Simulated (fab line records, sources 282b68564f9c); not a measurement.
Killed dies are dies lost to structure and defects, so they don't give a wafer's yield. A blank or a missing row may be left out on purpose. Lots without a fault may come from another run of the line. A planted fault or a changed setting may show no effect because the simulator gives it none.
fab line records | flow rit_cmos
record lots=6 wafers=18 last_day=7
route steps=202 shown CONTACT@180 M1@184
lots that met no fault: from a run of the same line without faults
start_h: hours from the record's first day to the start of the lot's first wafer shown | wait_h: hours since the lot's step before | " the same as in the row above | L1.1+2: a row that stands for several wafers | - no value, or no start given | * or withheld: withheld | < > ~ a bound
route shown NAME@n: a module of which the file shows steps, and the number in the route of the first | usual: mean/standard deviation of fault-free wafers | same: alike in all rows | chamber/n: place in a boat | sites: the reading at each site | _std_site: their standard deviation | _edge_site: outer sites' mean less inner sites' | radius_mm: how far each site lies from the wafer's centre | mask NAME#n: copy n | behind: the tool/chamber that last shaped the wafer | hold: why the lot was held/for how many hours/how that ended | device: the transistor (n, p or np) that didn't switch | end of line: the same wafers' tests at the end of the route | a step without rows: its recipe alone | killed: dies lost to structure and defects at the first sort, not the wafer's yield | map: a wafer's dies, x killed, . not, _ none there
set.NAME: the setting as run; set.NAME@STEP: as run at that earlier step | model.NAME: the simulator's own value behind a step, which no gauge read
lots at some steps of the route; a table a step, a row a wafer
services: from which hour (start_h, from the record's first day; less than 0 if before it) a tool's chamber was out of use, for how many hours, and why
## steps
# step RIT_CONTACT_STRIP_12
# recipe chemistry=O2 time_s=180 resist=NOVOLAK platen_temp_c=withheld power_w=500 pressure_mtorr=4000 o2_flow_sccm=4000
# usual drypump_motor_current_A=6.0/0.51 rf_refl_power_W=7.7/1.6
# columns lot.wafer tool chamber start_h wait_h drypump_motor_current_A rf_hours_counter_h rf_refl_power_W
L613.3 plasma_asher-02 0 66.00 0.2 5.3 - 9.9
L613.4 " 1 " " 6.5 - 7.4
L613.5 " 0 " " 5.3 - 10.0
L614.1 plasma_asher-02 0 69.23 0.1 5.3 43 9.7
L614.2 " 1 " " 6.5 43 7.8
L614.3 " 0 " " 5.3 - 10.0
L622.2 plasma_asher-04 0 104.30 0.1 6.0 33 6.7
L622.3 " 1 " " 6.1 - 5.6
L622.4 " 0 " " 6.0 - 6.5
L623.1 plasma_asher-04 1 109.31 0.1 6.1 34 6.0
L623.3 " 1 " " 6.1 - 5.4
L623.6 " 1 " " 6.1 - 5.7
L628.1 plasma_asher-03 1 134.47 0.1 6.3 2 5.2
L628.3 " 1 " " 6.3 - 4.9
L628.6 " 0 " " 6.5 - 6.9
L634.3 plasma_asher-02 1 168.56 0.2 6.4 - 7.9
L634.5 " 1 " " 6.4 - 7.6
L634.6 " 0 " " 5.3 - 9.6
# step RIT_CONTACT_CD_MEAS_90
# recipe target_cd_nm=1000
# usual cd_nm=1000.3/1.8
# columns lot.wafer tool chamber start_h wait_h cd_nm
L613.3 cd_sem-02 - 66.16 0.1 999.3
L613.4 " - " " 1003.0
L613.5 " - " " 1000.1
L614.1 cd_sem-02 - 69.41 0.1 1000.4
L614.2 " - " " 999.9
L614.3 " - " " 1000.7
L622.2 cd_sem-02 - 104.50 0.1 1001.9
L622.3 " - " " 999.4
L622.4 " - " " 996.4
L623.1 cd_sem-02 - 109.49 0.1 1000.9
L623.3 " - " " 1000.5
L623.6 " - " " 1001.1
L628.1 cd_sem-01 - 134.65 0.1 998.7
L628.3 " - " " 998.9
L628.6 " - " " 997.5
L634.3 cd_sem-02 - 168.72 0.1 1003.0
L634.5 " - " " 1001.9
L634.6 " - " " 1000.6
# step RIT_CONTACT_CLEAN_13
# recipe chemistry=SC1 mix=3:3:50 time_s=600 temp_c=75
# step RIT_CONTACT_CLEAN_14
# recipe chemistry=SC2 mix=3:3:50 time_s=600 temp_c=75 dry=n2_spin
# step RIT_M1_SPUTTER_00
# recipe material=Al target_thk_nm=400 power_w=2000 chamber_pressure_pa=0.4 gas=Ar time_s=500 substrate_temp_c=25
# usual substrate_temp_c=24.99/0.095 throttle_valve_pct=30.0/0.85
# columns lot.wafer tool chamber start_h wait_h substrate_temp_c throttle_valve_pct
L613.3 pvd_sputter-04 - 66.60 0.0 25.10 30.2
L613.4 " - " " 25.10 30.7
L613.5 " - " " 24.94 28.7
L614.1 pvd_sputter-04 - 69.88 0.0 24.77 30.4
L614.2 " - " " 25.02 29.9
L614.3 " - " " 25.11 29.3
L622.2 pvd_sputter-02 - 105.12 0.0 24.93 30.2
L622.3 " - " " 24.88 29.6
L622.4 " - " " 24.95 31.9
L623.1 pvd_sputter-04 - 110.13 0.0 25.03 30.4
L623.3 " - " " 24.94 29.1
L623.6 " - " " 25.00 30.0
L628.1 pvd_sputter-02 - 135.33 0.0 24.96 30.3
L628.3 " - " " 25.00 30.5
L628.6 " - " " 24.91 30.5
L634.3 pvd_sputter-02 - 169.15 0.0 25.02 31.8
L634.5 " - " " 25.07 30.2
L634.6 " - " " 24.92 31.8
# step RIT_M1_RS_MEAS_01
# recipe thk_meas_gauge=four-point-probe reads=Al_of_M1_SPUTTER_00
# usual M1_AL_RS=0.0733/0.00083
# columns lot.wafer tool chamber start_h wait_h M1_AL_RS[ohm/sq]
L613.3 film_metro-02 - 66.94 0.2 0.0744
L613.4 " - " " 0.0740
L613.5 " - " " 0.0748
L614.1 film_metro-02 - 70.17 0.1 0.0740
L614.2 " - " " 0.0743
L614.3 " - " " 0.0737
L622.2 film_metro-01 - 105.44 0.2 0.0723
L622.3 " - " " 0.0723
L622.4 " - " " 0.0735
L623.1 film_metro-01 - 110.43 0.1 0.0743
L623.3 " - " " 0.0747
L623.6 " - " " 0.0746
L628.1 film_metro-02 - 135.62 0.1 0.0721
L628.3 " - " " 0.0740
L628.6 " - " " 0.0729
L634.3 film_metro-02 - 169.48 0.2 0.0735
L634.5 " - " " 0.0737
L634.6 " - " " 0.0734
# step RIT_M1_THK_MEAS_02
# recipe thk_meas_gauge=xrf reads=Al_of_M1_SPUTTER_00
# usual M1_AL_THK=395/4.7
# columns lot.wafer tool chamber start_h wait_h M1_AL_THK[nm]
L613.3 film_metro-02 - 67.04 0.1 391
L613.4 " - " " 394
L613.5 " - " " 390
L614.1 film_metro-02 - 70.29 0.1 396
L614.2 " - " " 394
L614.3 " - " " 397
L622.2 film_metro-01 - 105.55 0.1 399
L622.3 " - " " 399
L622.4 " - " " 393
L623.1 film_metro-01 - 110.55 0.1 389
L623.3 " - " " 387
L623.6 " - " " 391
L628.1 film_metro-02 - 135.74 0.1 401
L628.3 " - " " 394
L628.6 " - " " 396
L634.3 film_metro-02 - 169.58 0.1 397
L634.5 " - " " 396
L634.6 " - " " 398
# step RIT_M1_HMDS_03
# recipe prime_time_s=60 prime_temp_c=140
# step RIT_M1_COAT_04
# recipe resist=NOVOLAK spin_rpm=2000 resist_thk_nm=1300
# step RIT_M1_SOFTBAKE_05
# recipe resist=NOVOLAK temp_c=90 time_s=60
# step RIT_M1_EXPOSE_06
# recipe mask_id=M12 na=0.6 source_shape=conventional sigma_outer=0.5 target_cd_nm=2600 dose_mj=250
# step RIT_M1_PEB_07
# recipe resist=NOVOLAK temp_c=withheld time_s=withheld
# step RIT_M1_DEVELOP_08
# recipe resist=NOVOLAK develop_time_s=68 dev_temp_c=23
# usual developer_temp_C=22.98/0.096
# columns lot.wafer tool chamber start_h wait_h developer_temp_C
L613.3 litho_track-04 0 67 - 23.00
L613.4 " 0 " " 23.04
L613.5 " 0 " " 22.94
L614.1 litho_track-03 0 71 - 22.98
L614.2 " 0 " " 23.08
L614.3 " 0 " " 22.99
L622.2 litho_track-03 0 106 - 25.35
L622.3 " 0 " " 25.12
L622.4 " 0 " " 25.29
L623.1 litho_track-03 0 111 - 25.25
L623.3 " 0 " " 25.17
L623.6 " 0 " " 25.36
L628.1 litho_track-04 0 136 - 22.99
L628.3 " 0 " " 22.86
L628.6 " 0 " " 22.87
L634.3 litho_track-02 0 170 - 22.97
L634.5 " 0 " " 23.06
L634.6 " 0 " " 22.91
# step RIT_M1_CD_MEAS_09
# recipe target_cd_nm=2600
# usual cd_nm=2599.1/2.2
# columns lot.wafer tool chamber start_h wait_h cd_nm
L613.3 cd_sem-01 - 68.07 - 2601.7
L613.4 " - " " 2602.4
L613.5 " - " " 2600.6
L614.1 cd_sem-02 - 71.36 - 2599.9
L614.2 " - " " 2600.7
L614.3 " - " " 2600.9
L622.2 cd_sem-02 - 106.65 - 2607.3
L622.3 " - " " 2606.1
L622.4 " - " " 2605.0
L623.1 cd_sem-01 - 111.49 - 2602.4
L623.3 " - " " 2603.3
L623.6 " - " " 2601.7
L628.1 cd_sem-02 - 136.68 - 2598.1
L628.3 " - " " 2597.8
L628.6 " - " " 2598.4
L634.3 cd_sem-01 - 170.67 - 2600.0
L634.5 " - " " 2599.4
L634.6 " - " " 2601.2
# step RIT_M1_PROBE_99
# usual defect_limited_yield=97.3/1 killed_at_M0_to_M3=0.0/0.23 killed_at_contacts=0.1/0.34 killed_at_front_end=6.9/2.8 killed_dies=7.1/2.8 killed_open=3.4/1.9 killed_short=3.6/1.7 sort_bin_3_pad_short=0.1/0.21 sort_bin_5_function=1.6/0.75 sort_bin_6_memory=0.9/0.64 sort_n_pass=256.9/2.8 sort_yield_pct=97.3/1
# same gross_dies=264 killed_at_M4_up=0 killed_at_back_side=0 killed_at_other=0
# columns lot.wafer tool chamber start_h wait_h defect_limited_yield[%] killed_at_M0_to_M3 killed_at_contacts killed_at_front_end killed_dies killed_open killed_short sort_bin_3_pad_short[%] sort_bin_5_function[%] sort_bin_6_memory[%] sort_n_pass sort_yield_pct[%]
L613.3 prober-02 - 70.96 0.2 98.1 0 0 5 5 1 4 0 1.5 0.4 259.0 98.1
L613.4 prober-02 - 71.01 0.2 98.5 0 1 3 4 3 1 0 0.4 1.1 260.0 98.5
L613.5 prober-02 - 71.06 0.2 99.2 0 0 2 2 0 2 0 0.8 0 262.0 99.2
L614.1 prober-01 - 74.02 0.1 97.7 0 0 6 6 2 4 1.1 0.4 0.8 258.0 97.7
L614.2 prober-01 - 74.07 0.1 97.3 0 0 7 7 1 6 0 2.3 0.4 257.0 97.3
L614.3 prober-01 - 74.12 0.2 98.1 0 0 5 5 1 4 0 1.1 0.8 259.0 98.1
L622.2 prober-01 - 109.34 0.1 97.7 0 0 6 6 4 2 0 1.5 0.8 258.0 97.7
L622.3 prober-01 - 109.39 0.2 96.6 2 0 7 9 5 2 0 2.7 0.8 255.0 96.6
L622.4 prober-01 - 109.44 0.2 97.7 0 1 5 6 3 2 0.4 1.9 0 258.0 97.7
L623.1 prober-02 - 114.14 0.1 97.7 0 0 6 6 3 3 0 1.9 0.4 258.0 97.7
L623.3 prober-02 - 114.24 0.2 98.9 0 0 3 3 1 2 0 0.4 0.8 261.0 98.9
L623.6 prober-02 - 114.39 0.2 97.7 0 0 6 6 3 2 0 1.1 1.1 258.0 97.7
L628.1 prober-01 - 139.34 0.1 97.7 0 0 6 6 4 2 0 1.5 0.8 258.0 97.7
L628.3 prober-01 - 139.44 0.2 97.0 0 0 8 8 3 5 0 1.5 1.5 256.0 97.0
L628.6 prober-01 - 139.59 0.2 97.3 0 0 7 7 4 3 0.4 1.1 1.1 257.0 97.3
L634.3 prober-02 - 173.38 0.2 96.2 0 0 10 10 5 5 0.4 2.7 0.8 254.0 96.2
L634.5 prober-02 - 173.48 0.2 96.2 0 1 9 10 5 5 0.4 2.3 1.1 254.0 96.2
L634.6 prober-02 - 173.53 0.2 96.6 0 0 9 9 6 3 0 1.9 1.5 255.0 96.6
# killed by level:class
L613.3 GATE:geometric_particle:short=2 FOX1:geometric_particle:short=1 FOX1:geometric_particle:open=1 SPACER:geometric_particle:short=1
L613.4 GATE:geometric_particle:short=1 GATE:geometric_particle:open=1 REOX:geometric_particle:open=1 CONTACT:geometric_particle:open=1
L613.5 GATE:geometric_particle:short=1 SPACER:geometric_particle:short=1
L614.1 GATE:geometric_particle:open=2 GATE:geometric_particle:short=1 REOX:geometric_particle:short=1 SPACER:geometric_particle:short=1 SILICIDE:geometric_particle:short=1
L614.2 SILICIDE:geometric_particle:short=3 FOX1:geometric_particle:short=2 REOX:geometric_particle:short=1 SILICIDE:geometric_particle:open=1
L614.3 GATE:geometric_particle:short=2 REOX:geometric_particle:short=1 GATE:geometric_particle:open=1 SPACER:geometric_particle:short=1
L622.2 FOX1:geometric_particle:open=2 GATE:geometric_particle:open=2 REOX:geometric_particle:short=1 SILICIDE:geometric_particle:short=1
L622.3 SPACER:geometric_particle:open=4 M1:coat_microbubble_printed=2 FOX2:geometric_particle:short=1 GATE:geometric_particle:open=1 SPACER:geometric_particle:short=1
L622.4 SPACER:geometric_particle:open=2 FOX2:geometric_particle:short=1 REOX:geometric_particle:open=1 SPACER:geometric_particle:short=1 CONTACT:coat_microbubble_printed=1
L623.1 GATE:geometric_particle:short=2 GATE:geometric_particle:open=2 FOX1:geometric_particle:short=1 FOX1:geometric_particle:open=1
L623.3 REOX:geometric_particle:open=1 REOX:geometric_particle:short=1 SPACER:geometric_particle:short=1
L623.6 GATE:geometric_particle:open=2 GATE:geometric_particle:short=1 SPACER:geometric_particle:open=1 SPACER:geometric_particle:short=1 PSD:coat_microbubble_printed=1
L628.1 GATE:geometric_particle:open=4 FOX2:geometric_particle:short=1 GATE:geometric_particle:short=1
L628.3 FOX1:geometric_particle:open=1 FOX1:geometric_particle:short=1 FOX2:geometric_particle:open=1 GATE:geometric_particle:open=1 GATE:geometric_particle:short=1 REOX:geometric_particle:short=1 SPACER:geometric_particle:short=1 SILICIDE:geometric_particle:short=1
L628.6 FOX2:geometric_particle:open=2 GATE:geometric_particle:short=2 FOX1:geometric_particle:open=1 GATE:geometric_particle:open=1 SILICIDE:geometric_particle:short=1
L634.3 GATE:geometric_particle:short=3 GATE:geometric_particle:open=2 SILICIDE:geometric_particle:open=2 FOX1:geometric_particle:short=1 SPACER:geometric_particle:open=1 SILICIDE:geometric_particle:short=1
L634.5 GATE:geometric_particle:open=4 FOX2:geometric_particle:short=2 GATE:geometric_particle:short=1 SPACER:geometric_particle:short=1 SILICIDE:geometric_particle:open=1 CONTACT:geometric_particle:short=1
L634.6 GATE:geometric_particle:open=4 GATE:geometric_particle:short=2 REOX:geometric_particle:open=1 SILICIDE:geometric_particle:open=1 SILICIDE:geometric_particle:short=1
## services
# columns tool chamber start_h hours kind
plasma_asher-03 - 57.75 28.1 pm
plasma_asher-03 - 105.49 1.6 repair
plasma_asher-03 - 108.75 9.0 pm
plasma_asher-03 0 108.75 9.0 vent_cycle
plasma_asher-03 1 108.75 9.0 vent_cycle
plasma_asher-03 0 117.75 - clean
plasma_asher-03 1 117.75 - clean
plasma_asher-04 - 159.44 14.6 pm
## key
first_sign step=RIT_M1_DEVELOP_08 reading=developer_temp_C direction=up sigmas=24 usual=* struck=*
effect step=RIT_M1_CD_MEAS_09 reading=cd_nm direction=up sigmas=2.4 usual=2599.1 struck=2604.3 through=control_loop
met_at RIT_M1_DEVELOP_08
struck_wafers L622.2,L622.3,L622.4,L623.1,L623.3,L623.6
loop_trim step=RIT_M1_EXPOSE_06 setting=dose lots=L623
onset_between 71 106
fault kind=process_parameter_drift tool=litho_track-03 chamber=- onset_h=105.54 steps=RIT_M1_DEVELOP_08 channel=dev_temp_c offset=* shape=step end_h=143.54 acts_in=* stated=*
# loop_trim: a control loop set the setting to another value than it would have without faults
